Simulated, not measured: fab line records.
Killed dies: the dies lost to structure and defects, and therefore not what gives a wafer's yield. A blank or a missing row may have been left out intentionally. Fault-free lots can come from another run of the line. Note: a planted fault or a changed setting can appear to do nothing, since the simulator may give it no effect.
fab line records -- flow ritCmos
record lots=6, wafers=18, lastDay=7
route steps=202 shown CONTACT@172 M1@184
lots untouched by any fault: they come from a run of this same line in which no faults occurred
startH: the number of hours between the record's first day and the start of the first shown wafer of the lot -- waitH: hours since the lot's step before -- " identical to the entry in the row above -- L1.1+2: one row covering several wafers at once -- - no value present, or no start provided -- * or withheld: withheld -- < > ~ a bound
route shown NAME@n: NAME is a module with steps in the file, n the number in the route of the first one -- usual: mean/standard deviation of fault-free wafers -- same: alike in all rows -- chamber/n: place in a boat -- sites: each site's reading -- _std_site: the standard deviation of these -- _edge_site: mean of outer sites minus mean of inner sites -- radiusMm: how far each site lies from the wafer's centre -- mask NAME#n: copy n -- behind: the tool/chamber that last shaped the wafer -- hold: reason for holding the lot/hours on hold/outcome of the hold -- device: names the non-switching transistor (n, p or np) -- end of line: tests of these same wafers at the route's end -- where a step has no rows: the recipe by itself -- killed: the dies lost at the first sort to structure and to defects; this is not the yield of the wafer -- map: shows each die of a wafer: x if killed, . if not, _ if none is there
set.NAME: the run value of the setting; set.NAME@STEP: its run value at that earlier step -- model.NAME: the simulator's own value behind a step, which no gauge read
lots seen at some steps along the route; tables by step, rows by wafer
services: from which hour (startH, from the record's first day; less than 0 if before it) a tool's chamber was out of use, for how many hours, and why
## steps
# step RIT_CONTACT_SOFTBAKE_04
# recipe resist=NOVOLAK, tempC=90, timeS=60
# step RIT_CONTACT_EXPOSE_05
# recipe maskId=M11, na=0.6, sourceShape=conventional, sigmaOuter=0.5, targetCdNm=1000, doseMj=250
# step RIT_CONTACT_PEB_06
# recipe resist=NOVOLAK, tempC=withheld, timeS=withheld
# step RIT_CONTACT_DEVELOP_07
# recipe resist=NOVOLAK, developTimeS=120, devTempC=23
# step RIT_CONTACT_CD_MEAS_08
# recipe targetCdNm=1000
# usual cdNm=999.4/2.2
lot.wafer,tool,chamber,startH,waitH,cdNm
L381.2,cdSem-02,-,78.77,-,1000.5
L381.3,cdSem-02,-,78.77,-,998.8
L381.6,cdSem-02,-,78.77,-,1002.1
L382.2,cdSem-02,-,83.40,-,996.5
L382.3,cdSem-02,-,83.40,-,998.5
L382.4,cdSem-02,-,83.40,-,1000.4
L386.1,cdSem-01,-,106.70,-,999.3
L386.4,cdSem-01,-,106.70,-,999.4
L386.5,cdSem-01,-,106.70,-,998.9
L388.2,cdSem-01,-,116.51,-,998.2
L388.3,cdSem-01,-,116.51,-,1000.1
L388.5,cdSem-01,-,116.51,-,998.7
L395.1,cdSem-02,-,149.27,-,999.1
L395.2,cdSem-02,-,149.27,-,1003.2
L395.3,cdSem-02,-,149.27,-,1001.7
L397.2,cdSem-02,-,158.51,-,998.9
L397.3,cdSem-02,-,158.51,-,996.2
L397.5,cdSem-02,-,158.51,-,996.3
# step RIT_CONTACT_OVL_MEAS_09
# usual CONTACT_OVL=-0.3/1.3
lot.wafer,tool,chamber,startH,waitH,CONTACT_OVL[nm]
L381.2,overlay-02,-,78.88,0.1,-0.6
L381.3,overlay-02,-,78.88,0.1,-1.1
L381.6,overlay-02,-,78.88,0.1,-1.3
L382.2,overlay-01,-,83.51,0.1,0.4
L382.3,overlay-01,-,83.51,0.1,-0.1
L382.4,overlay-01,-,83.51,0.1,-2.2
L386.1,overlay-02,-,106.82,0.1,1.2
L386.4,overlay-02,-,106.82,0.1,0.8
L386.5,overlay-02,-,106.82,0.1,2.7
L388.2,overlay-02,-,116.62,0.1,-0.3
L388.3,overlay-02,-,116.62,0.1,-1.0
L388.5,overlay-02,-,116.62,0.1,-1.1
L395.1,overlay-02,-,149.39,0.1,2.2
L395.2,overlay-02,-,149.39,0.1,2.7
L395.3,overlay-02,-,149.39,0.1,4.2
L397.2,overlay-01,-,158.61,0.1,-0.3
L397.3,overlay-01,-,158.61,0.1,-0.3
L397.5,overlay-01,-,158.61,0.1,-2.1
# step RIT_CONTACT_HARDBAKE_10
# recipe resist=NOVOLAK, tempC=140, timeS=60
# step RIT_CONTACT_ETCH_11
# recipe targetDepthA=4800, overEtchFrac=0.2, stopOn=TiSi2, chemistry=CHF3/CF4/Ar, target=SiO2, CHF3_flow_sccm=50, cf4FlowSccm=10, Ar_flow_sccm=100, O2_flow_sccm=5, pressureMtorr=100, rfW=200, timeS=320
# usual drypumpMotorCurrentA=5.6/0.54, oesProductAu=0.994/0.01, throttleValvePct=8.81/0.14
lot.wafer,tool,chamber,startH,waitH,drypumpMotorCurrentA,oesProductAu,rfHoursCounterH,throttleValvePct
L381.2,rieDiel-01,0,79.06,0.1,6.2,0.985,143,8.93
L381.3,rieDiel-01,2,79.06,0.1,6.3,1.009,156,8.68
L381.6,rieDiel-01,2,79.06,0.1,6.3,1.014,-,8.70
L382.2,rieDiel-03,1,83.69,0.1,5.1,0.986,134,8.81
L382.3,rieDiel-03,3,83.69,0.1,5.8,1.004,119,8.60
L382.4,rieDiel-03,0,83.69,0.1,4.9,1.011,13,9.07
L386.1,rieDiel-03,0,107.10,0.1,4.9,1.008,13,9.06
L386.4,rieDiel-03,2,107.10,0.1,5.1,0.975,41,8.77
L386.5,rieDiel-03,2,107.10,0.1,5.1,0.978,-,8.77
L388.2,rieDiel-01,1,116.80,0.1,6.0,1.001,148,8.97
L388.3,rieDiel-01,3,116.80,0.1,6.7,1.003,80,8.76
L388.5,rieDiel-01,0,116.80,0.1,6.2,0.984,-,8.93
L395.1,rieDiel-01,1,149.58,0.1,6.1,0.997,149,8.98
L395.2,rieDiel-01,0,149.58,0.1,6.2,0.983,144,8.93
L395.3,rieDiel-01,2,149.58,0.1,6.3,0.990,0,8.68
L397.2,rieDiel-01,0,158.79,0.1,6.2,0.980,145,8.91
L397.3,rieDiel-01,2,158.79,0.1,6.3,1.001,1,8.70
L397.5,rieDiel-01,3,158.79,0.1,6.7,1.010,-,8.76
# step RIT_CONTACT_STRIP_12
# recipe chemistry=O2, timeS=180, resist=NOVOLAK, platenTempC=withheld, powerW=500, pressureMtorr=4000, o2FlowSccm=4000
# usual drypumpMotorCurrentA=5.6/0.41
lot.wafer,tool,chamber,startH,waitH,drypumpMotorCurrentA,rfHoursCounterH
L381.2,plasmaAsher-03,0,79.25,0.1,5.2,24
L381.3,plasmaAsher-03,1,79.25,0.1,5.4,-
L381.6,plasmaAsher-03,0,79.25,0.1,5.2,-
L382.2,plasmaAsher-02,1,83.88,0.1,5.3,47
L382.3,plasmaAsher-02,0,83.88,0.1,6.2,-
L382.4,plasmaAsher-02,1,83.88,0.1,5.2,-
L386.1,plasmaAsher-03,0,107.30,0.1,5.2,27
L386.4,plasmaAsher-03,1,107.30,0.1,5.4,-
L386.5,plasmaAsher-03,1,107.30,0.1,5.4,-
L388.2,plasmaAsher-03,0,116.99,0.1,5.2,27
L388.3,plasmaAsher-03,1,116.99,0.1,5.4,-
L388.5,plasmaAsher-03,1,116.99,0.1,5.4,-
L395.1,plasmaAsher-02,0,149.77,0.1,6.2,3
L395.2,plasmaAsher-02,1,149.77,0.1,5.3,3
L395.3,plasmaAsher-02,0,149.77,0.1,6.2,-
L397.2,plasmaAsher-03,1,158.99,0.1,5.4,32
L397.3,plasmaAsher-03,1,158.99,0.1,5.4,-
L397.5,plasmaAsher-03,0,158.99,0.1,5.2,-
# step RIT_CONTACT_CD_MEAS_90
# recipe targetCdNm=1000
# usual cdNm=999.3/2.2
lot.wafer,tool,chamber,startH,waitH,cdNm
L381.2,cdSem-02,-,79.45,0.1,1000.7
L381.3,cdSem-02,-,79.45,0.1,998.5
L381.6,cdSem-02,-,79.45,0.1,1001.7
L382.2,cdSem-01,-,84.08,0.1,996.3
L382.3,cdSem-01,-,84.08,0.1,998.7
L382.4,cdSem-01,-,84.08,0.1,1000.4
L386.1,cdSem-02,-,107.47,0.1,999.7
L386.4,cdSem-02,-,107.47,0.1,998.9
L386.5,cdSem-02,-,107.47,0.1,998.4
L388.2,cdSem-01,-,117.19,0.1,998.4
L388.3,cdSem-01,-,117.19,0.1,1000.2
L388.5,cdSem-01,-,117.19,0.1,999.0
L395.1,cdSem-02,-,149.95,0.1,999.3
L395.2,cdSem-02,-,149.95,0.1,1003.5
L395.3,cdSem-02,-,149.95,0.1,1001.1
L397.2,cdSem-01,-,159.18,0.1,999.0
L397.3,cdSem-01,-,159.18,0.1,995.7
L397.5,cdSem-01,-,159.18,0.1,996.7
# step RIT_CONTACT_CLEAN_13
# recipe chemistry=SC1, mix=3:3:50, timeS=600, tempC=75
# step RIT_CONTACT_CLEAN_14
# recipe chemistry=SC2, mix=3:3:50, timeS=600, tempC=75, dry=n2Spin
# step RIT_M1_SPUTTER_00
# recipe material=Al, targetThkNm=400, powerW=2000, chamberPressurePa=0.4, gas=Ar, timeS=500, substrateTempC=25
# usual throttleValvePct=29.9/0.89
lot.wafer,tool,chamber,startH,waitH,throttleValvePct,model.Al_of_M1_SPUTTER_00.thkNm
L381.2,pvdSputter-01,-,80.07,0.0,30.7,399.1
L381.3,pvdSputter-01,-,80.07,0.0,28.5,395
L381.6,pvdSputter-01,-,80.07,0.0,30.4,394.6
L382.2,pvdSputter-04,-,84.73,0.0,29.9,400.9
L382.3,pvdSputter-04,-,84.73,0.0,31.2,398.1
L382.4,pvdSputter-04,-,84.73,0.0,29.2,402.6
L386.1,pvdSputter-04,-,107.96,0.0,29.2,520.9
L386.4,pvdSputter-04,-,107.96,0.0,30.3,517.8
L386.5,pvdSputter-04,-,107.96,0.0,30.2,514.6
L388.2,pvdSputter-04,-,117.67,0.0,30.0,521.5
L388.3,pvdSputter-04,-,117.67,0.0,28.9,520.4
L388.5,pvdSputter-04,-,117.67,0.0,29.1,518.6
L395.1,pvdSputter-01,-,150.43,0.0,30.6,398.5
L395.2,pvdSputter-01,-,150.43,0.0,30.1,396.8
L395.3,pvdSputter-01,-,150.43,0.0,28.8,396.3
L397.2,pvdSputter-01,-,159.67,0.0,30.9,398.9
L397.3,pvdSputter-01,-,159.67,0.0,28.7,395.7
L397.5,pvdSputter-01,-,159.67,0.0,29.0,397
# step RIT_M1_RS_MEAS_01
# recipe thkMeasGauge=four-point-probe, reads=Al_of_M1_SPUTTER_00
# usual M1_AL_RS=0.0729/0.00083
lot.wafer,tool,chamber,startH,waitH,M1_AL_RS[ohm/sq]
L381.2,filmMetro-04,-,80.39,0.2,0.0734
L381.3,filmMetro-04,-,80.39,0.2,0.0743
L381.6,filmMetro-04,-,80.39,0.2,0.0745
L382.2,filmMetro-01,-,85.05,0.2,0.0730
L382.3,filmMetro-01,-,85.05,0.2,0.0735
L382.4,filmMetro-01,-,85.05,0.2,0.0727
L386.1,filmMetro-02,-,108.25,0.1,0.0561
L386.4,filmMetro-02,-,108.25,0.1,0.0564
L386.5,filmMetro-02,-,108.25,0.1,0.0568
L388.2,filmMetro-02,-,117.99,0.2,0.0561
L388.3,filmMetro-02,-,117.99,0.2,0.0561
L388.5,filmMetro-02,-,117.99,0.2,0.0563
L395.1,filmMetro-01,-,150.73,0.1,0.0734
L395.2,filmMetro-01,-,150.73,0.1,0.0738
L395.3,filmMetro-01,-,150.73,0.1,0.0739
L397.2,filmMetro-02,-,159.98,0.2,0.0737
L397.3,filmMetro-02,-,159.98,0.2,0.0742
L397.5,filmMetro-02,-,159.98,0.2,0.0738
# step RIT_M1_THK_MEAS_02
# recipe thkMeasGauge=xrf, reads=Al_of_M1_SPUTTER_00
# usual M1_AL_THK=401/6
lot.wafer,tool,chamber,startH,waitH,M1_AL_THK[nm]
L381.2,filmMetro-04,-,80.50,0.1,397
L381.3,filmMetro-04,-,80.50,0.1,391
L381.6,filmMetro-04,-,80.50,0.1,391
L382.2,filmMetro-01,-,85.16,0.1,395
L382.3,filmMetro-01,-,85.16,0.1,395
L382.4,filmMetro-01,-,85.16,0.1,398
L386.1,filmMetro-02,-,108.37,0.1,523
L386.4,filmMetro-02,-,108.37,0.1,519
L386.5,filmMetro-02,-,108.37,0.1,515
L388.2,filmMetro-02,-,118.10,0.1,525
L388.3,filmMetro-02,-,118.10,0.1,521
L388.5,filmMetro-02,-,118.10,0.1,520
L395.1,filmMetro-01,-,150.85,0.1,393
L395.2,filmMetro-01,-,150.85,0.1,396
L395.3,filmMetro-01,-,150.85,0.1,395
L397.2,filmMetro-02,-,160.09,0.1,402
L397.3,filmMetro-02,-,160.09,0.1,396
L397.5,filmMetro-02,-,160.09,0.1,398
# step RIT_M1_HMDS_03
# recipe primeTimeS=60, primeTempC=140
# step RIT_M1_COAT_04
# recipe resist=NOVOLAK, spinRpm=2000, resistThkNm=1300
# step RIT_M1_SOFTBAKE_05
# recipe resist=NOVOLAK, tempC=90, timeS=60
# step RIT_M1_EXPOSE_06
# recipe maskId=M12, na=0.6, sourceShape=conventional, sigmaOuter=0.5, targetCdNm=2600, doseMj=250
# step RIT_M1_PEB_07
# recipe resist=NOVOLAK, tempC=withheld, timeS=withheld
# step RIT_M1_DEVELOP_08
# recipe resist=NOVOLAK, developTimeS=68, devTempC=23
# step RIT_M1_CD_MEAS_09
# recipe targetCdNm=2600
# usual cdNm=2600.4/2.4
lot.wafer,tool,chamber,startH,waitH,cdNm
L381.2,cdSem-02,-,81.45,-,2596.3
L381.3,cdSem-02,-,81.45,-,2598.6
L381.6,cdSem-02,-,81.45,-,2600.3
L382.2,cdSem-02,-,86.23,-,2596.7
L382.3,cdSem-02,-,86.23,-,2597.5
L382.4,cdSem-02,-,86.23,-,2596.8
L386.1,cdSem-01,-,109.44,-,2601.0
L386.4,cdSem-01,-,109.44,-,2601.4
L386.5,cdSem-01,-,109.44,-,2603.4
L388.2,cdSem-02,-,119.17,-,2600.0
L388.3,cdSem-02,-,119.17,-,2601.2
L388.5,cdSem-02,-,119.17,-,2601.2
L395.1,cdSem-02,-,151.91,-,2603.8
L395.2,cdSem-02,-,151.91,-,2606.2
L395.3,cdSem-02,-,151.91,-,2603.2
L397.2,cdSem-01,-,161.16,-,2597.9
L397.3,cdSem-01,-,161.16,-,2600.9
L397.5,cdSem-01,-,161.16,-,2598.5
# step RIT_M1_OVL_MEAS_10
# usual M1_OVL=-1.1/1.4
lot.wafer,tool,chamber,startH,waitH,M1_OVL[nm]
L381.2,overlay-01,-,81.55,0.1,-2.2
L381.3,overlay-01,-,81.55,0.1,-0.9
L381.6,overlay-01,-,81.55,0.1,-1.3
L382.2,overlay-01,-,86.34,0.1,-2.1
L382.3,overlay-01,-,86.34,0.1,-0.8
L382.4,overlay-01,-,86.34,0.1,-0.6
L386.1,overlay-01,-,109.56,0.1,-2.5
L386.4,overlay-01,-,109.56,0.1,-0.6
L386.5,overlay-01,-,109.56,0.1,-0.9
L388.2,overlay-01,-,119.28,0.1,-3.0
L388.3,overlay-01,-,119.28,0.1,-2.1
L388.5,overlay-01,-,119.28,0.1,-2.7
L395.1,overlay-01,-,152.03,0.1,-0.8
L395.2,overlay-01,-,152.03,0.1,-1.7
L395.3,overlay-01,-,152.03,0.1,-1.8
L397.2,overlay-02,-,161.27,0.1,-3.2
L397.3,overlay-02,-,161.27,0.1,-3.9
L397.5,overlay-02,-,161.27,0.1,-4.4
# step RIT_M1_HARDBAKE_11
# recipe resist=NOVOLAK, tempC=140, timeS=120
# step RIT_M1_METAL_ETCH_12
# recipe stopOn=SiO2, chemistry=Cl2/BCl3, target=Al, timeS=165, overEtchFrac=0.5, pressureMtorr=100, targetDepthA=6000, rfW=250, Cl2_flow_sccm=60, bcl3FlowSccm=50
# usual drypumpMotorCurrentA=5.9/0.57, oesProductAu=0.787/0.01, throttleValvePct=8.33/0.088
lot.wafer,tool,chamber,startH,waitH,drypumpMotorCurrentA,oesProductAu,rfHoursCounterH,throttleValvePct
L381.2,rieMetal-02,1,81.89,0.2,5.7,0.789,-,8.25
L381.3,rieMetal-02,1,81.89,0.2,5.7,0.783,-,8.25
L381.6,rieMetal-02,1,81.89,0.2,5.7,0.792,-,8.27
L382.2,rieMetal-03,0,86.74,0.2,6.5,0.795,38,8.39
L382.3,rieMetal-03,0,86.74,0.2,6.6,0.788,-,8.38
L382.4,rieMetal-03,1,86.74,0.2,4.9,0.790,-,8.27
L386.1,rieMetal-04,0,109.84,0.2,5.9,0.909,4,8.48
L386.4,rieMetal-04,1,109.84,0.2,6.5,0.917,-,8.30
L386.5,rieMetal-04,1,109.84,0.2,6.5,0.910,-,8.30
L388.2,rieMetal-03,1,119.56,0.2,4.9,0.920,35,8.26
L388.3,rieMetal-03,0,119.56,0.2,6.6,0.930,-,8.36
L388.5,rieMetal-03,0,119.56,0.2,6.6,0.923,-,8.35
L395.1,rieMetal-02,1,152.32,0.2,5.7,0.795,5,8.26
L395.2,rieMetal-02,0,152.32,0.2,5.6,0.767,2,8.35
L395.3,rieMetal-02,0,152.32,0.2,5.6,0.763,-,8.34
L397.2,rieMetal-04,1,161.55,0.2,6.5,0.786,5,8.30
L397.3,rieMetal-04,0,161.55,0.2,6.0,0.770,-,8.51
L397.5,rieMetal-04,0,161.55,0.2,5.9,0.780,-,8.50
# step RIT_M1_STRIP_13
# recipe chemistry=nmp, resist=NOVOLAK, tempC=80, timeS=600, dry=n2Spin
# step RIT_M1_PROBE_99
# usual defectLimitedYield=97.4/1.2, killed_at_M0_to_M3=0.0/0.18, killedAtContacts=0.1/0.32, killedAtFrontEnd=7/3, killedDies=7/3.1, killedOpen=3.3/1.8, killedShort=3.6/2
# same grossDies=264, killed_at_M4_up=0, killedAtBackSide=0, killedAtOther=0
lot.wafer,tool,chamber,startH,waitH,defectLimitedYield[%],killed_at_M0_to_M3,killedAtContacts,killedAtFrontEnd,killedDies,killedOpen,killedShort,model.etest.tester.sortNPass,model.etest.tester.sortYieldPct,model.etest.m1CombOverSteps.leakLog10AUm,model.etest.ring.quietLog10A,model.etest.m1.rsOhmSq,model.etest.antennaM1.vtShiftV
L381.2,prober-02,-,84.50,0.1,97.0,0,0,8,8,3,5,256,96.97,-12.83,-8.002,0.07257,-0.01138
L381.3,prober-02,-,84.55,0.2,98.5,0,0,4,4,1,3,260,98.48,-12.66,-7.856,0.07359,-0.00971
L381.6,prober-02,-,84.70,0.2,98.1,0,0,5,5,3,2,259,98.11,-12.74,-7.943,0.07286,-0.008825
L382.2,prober-01,-,89.04,0.1,98.1,0,0,5,5,2,3,259,98.11,-12.83,-7.725,0.07218,-0.01072
L382.3,prober-01,-,89.09,0.2,99.2,0,0,2,2,1,1,262,99.24,-12.86,-7.637,0.07319,-0.01219
L382.4,prober-01,-,89.14,0.2,97.7,0,0,6,6,1,5,258,97.73,-12.65,-7.547,0.07251,-0.01363
L386.1,prober-01,-,112.27,0.1,98.5,0,0,4,4,1,3,9,3.409,-9.239,-7.149,0.0553,-0.007483
L386.4,prober-01,-,112.42,0.2,97.3,0,0,7,7,4,3,257,97.35,-11.46,-7.682,0.05646,-0.004595
L386.5,prober-01,-,112.47,0.2,97.0,0,0,8,8,4,4,256,96.97,-11.55,-7.548,0.05622,-0.002647
L388.2,prober-01,-,121.86,0.1,96.6,0,0,9,9,7,2,255,96.59,-10.63,-7.513,0.05598,-0.008694
L388.3,prober-01,-,121.91,0.2,97.0,0,0,8,8,3,5,0,0,-8.809,-6.929,0.05607,-0.004135
L388.5,prober-01,-,122.01,0.2,98.5,0,0,4,4,1,3,1,0.3788,-8.871,-6.936,0.05626,-0.00118
L395.1,prober-02,-,154.59,0.1,97.3,0,0,7,7,1,6,257,97.35,-12.81,-7.572,0.07246,-0.01532
L395.2,prober-02,-,154.64,0.1,98.1,0,0,5,5,4,1,259,98.11,-12.81,-7.338,0.07309,-0.008431
L395.3,prober-02,-,154.69,0.2,98.1,1,0,4,5,2,3,259,98.11,-12.82,-7.275,0.07335,-0.01177
L397.2,prober-02,-,163.92,0.1,98.1,0,0,5,5,4,1,259,98.11,-12.76,-7.647,0.07205,-0.008364
L397.3,prober-02,-,163.97,0.2,97.3,0,1,6,7,3,4,257,97.35,-12.89,-7.555,0.07361,-0.006448
L397.5,prober-02,-,164.07,0.2,94.7,0,1,13,14,5,8,250,94.7,-12.93,-7.658,0.07269,-0.008695
# killed by level:class
L381.2 GATE:geometricParticle:open=3 GATE:geometricParticle:short=3 REOX:geometricParticle:short=1 SILICIDE:geometricParticle:short=1
L381.3 REOX:geometricParticle:short=2 GATE:geometricParticle:open=1 GATE:geometricParticle:short=1
L381.6 GATE:geometricParticle:open=2 FOX1:geometricParticle:short=1 GATE:geometricParticle:short=1 SILICIDE:geometricParticle:open=1
L382.2 SILICIDE:geometricParticle:short=2 GATE:geometricParticle:open=1 GATE:geometricParticle:short=1 REOX:geometricParticle:open=1
L382.3 GATE:geometricParticle:short=1 GATE:geometricParticle:open=1
L382.4 GATE:geometricParticle:short=4 GATE:geometricParticle:open=1 REOX:geometricParticle:short=1
L386.1 FOX1:geometricParticle:open=1 FOX1:geometricParticle:short=1 GATE:geometricParticle:short=1 SPACER:geometricParticle:short=1
L386.4 SILICIDE:geometricParticle:open=3 GATE:geometricParticle:short=1 REOX:geometricParticle:short=1 SPACER:geometricParticle:short=1 STARTING-WAFER:geometricParticle:open=1
L386.5 REOX:geometricParticle:short=3 SPACER:geometricParticle:open=3 GATE:geometricParticle:open=1 GATE:geometricParticle:short=1
L388.2 GATE:geometricParticle:open=3 FOX1:geometricParticle:short=2 SILICIDE:geometricParticle:open=2 REOX:geometricParticle:open=1 SPACER:geometricParticle:open=1
L388.3 GATE:geometricParticle:short=2 FOX1:geometricParticle:short=1 GATE:geometricParticle:open=1 REOX:geometricParticle:open=1 REOX:geometricParticle:short=1 SILICIDE:geometricParticle:open=1 SILICIDE:geometricParticle:short=1
L388.5 FOX1:geometricParticle:short=2 REOX:geometricParticle:short=1 SILICIDE:geometricParticle:open=1
L395.1 FOX1:geometricParticle:short=3 GATE:geometricParticle:short=2 GATE:geometricParticle:open=1 SILICIDE:geometricParticle:short=1
L395.2 SILICIDE:geometricParticle:open=2 FOX1:geometricParticle:open=1 GATE:geometricParticle:open=1 SILICIDE:geometricParticle:short=1
L395.3 FOX1:geometricParticle:open=2 GATE:geometricParticle:short=2 M1:geometricParticle:short=1
L397.2 GATE:geometricParticle:open=3 FOX2:geometricParticle:open=1 GATE:geometricParticle:short=1
L397.3 SILICIDE:geometricParticle:open=2 FOX1:geometricParticle:short=1 FOX2:geometricParticle:short=1 GATE:geometricParticle:short=1 SPACER:geometricParticle:open=1 CONTACT:geometricParticle:short=1
L397.5 GATE:geometricParticle:short=5 GATE:geometricParticle:open=2 REOX:geometricParticle:short=2 ACTIVE:geometricParticle:short=1 FOX1:geometricParticle:open=1 SPACER:geometricParticle:open=1 SILICIDE:geometricParticle:open=1 CONTACT:coatMicrobubblePrinted=1
## services
tool,chamber,startH,hours,kind
rieDiel-03,0,65.07,4.6,repair
plasmaAsher-03,-,107.98,6.8,repair
plasmaAsher-02,-,108.75,9.0,pm
plasmaAsher-02,0,108.75,9.0,ventCycle
plasmaAsher-02,1,108.75,9.0,ventCycle
rieDiel-01,2,117.40,-,clean
rieDiel-01,2,117.40,20.2,scheduledDown
rieDiel-01,2,117.40,20.2,ventCycle
plasmaAsher-02,0,117.75,-,clean
plasmaAsher-02,1,117.75,-,clean
rieMetal-03,-,136.12,20.0,pm
rieMetal-03,0,136.12,20.0,ventCycle
rieMetal-03,1,136.12,20.0,ventCycle
rieMetal-03,0,156.12,-,clean
rieMetal-03,1,156.12,-,clean
rieDiel-01,1,157.92,-,clean
rieDiel-01,1,157.92,17.2,scheduledDown
rieDiel-01,1,157.92,17.2,ventCycle
## key
firstSign step=RIT_M1_RS_MEAS_01, reading=M1_AL_RS, direction=down, sigmas=20, usual=0.0729, struck=0.0563
effect step=RIT_M1_THK_MEAS_02, reading=M1_AL_THK, direction=up, sigmas=20, usual=401, struck=521
effect step=RIT_M1_METAL_ETCH_12, reading=oesProductAu, direction=up, sigmas=13, usual=0.787, struck=0.918
modelEffect step=RIT_M1_SPUTTER_00, value=Al_of_M1_SPUTTER_00.thkNm, without=405.2, struck=519
modelEffect step=RIT_M1_PROBE_99, value=etest.tester.sortNPass, without=257.3, struck=129.7
metAt RIT_M1_SPUTTER_00
struckWafers L386.1,L386.4,L386.5,L388.2,L388.3,L388.5
onsetBetween 84.73 107.96
fault kind=processParameterDrift, tool=pvdSputter-04, chamber=-, onsetH=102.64, steps=RIT_M1_SPUTTER_00, channel=targetThkNm, offset=113.77, shape=step, endH=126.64, stated=400
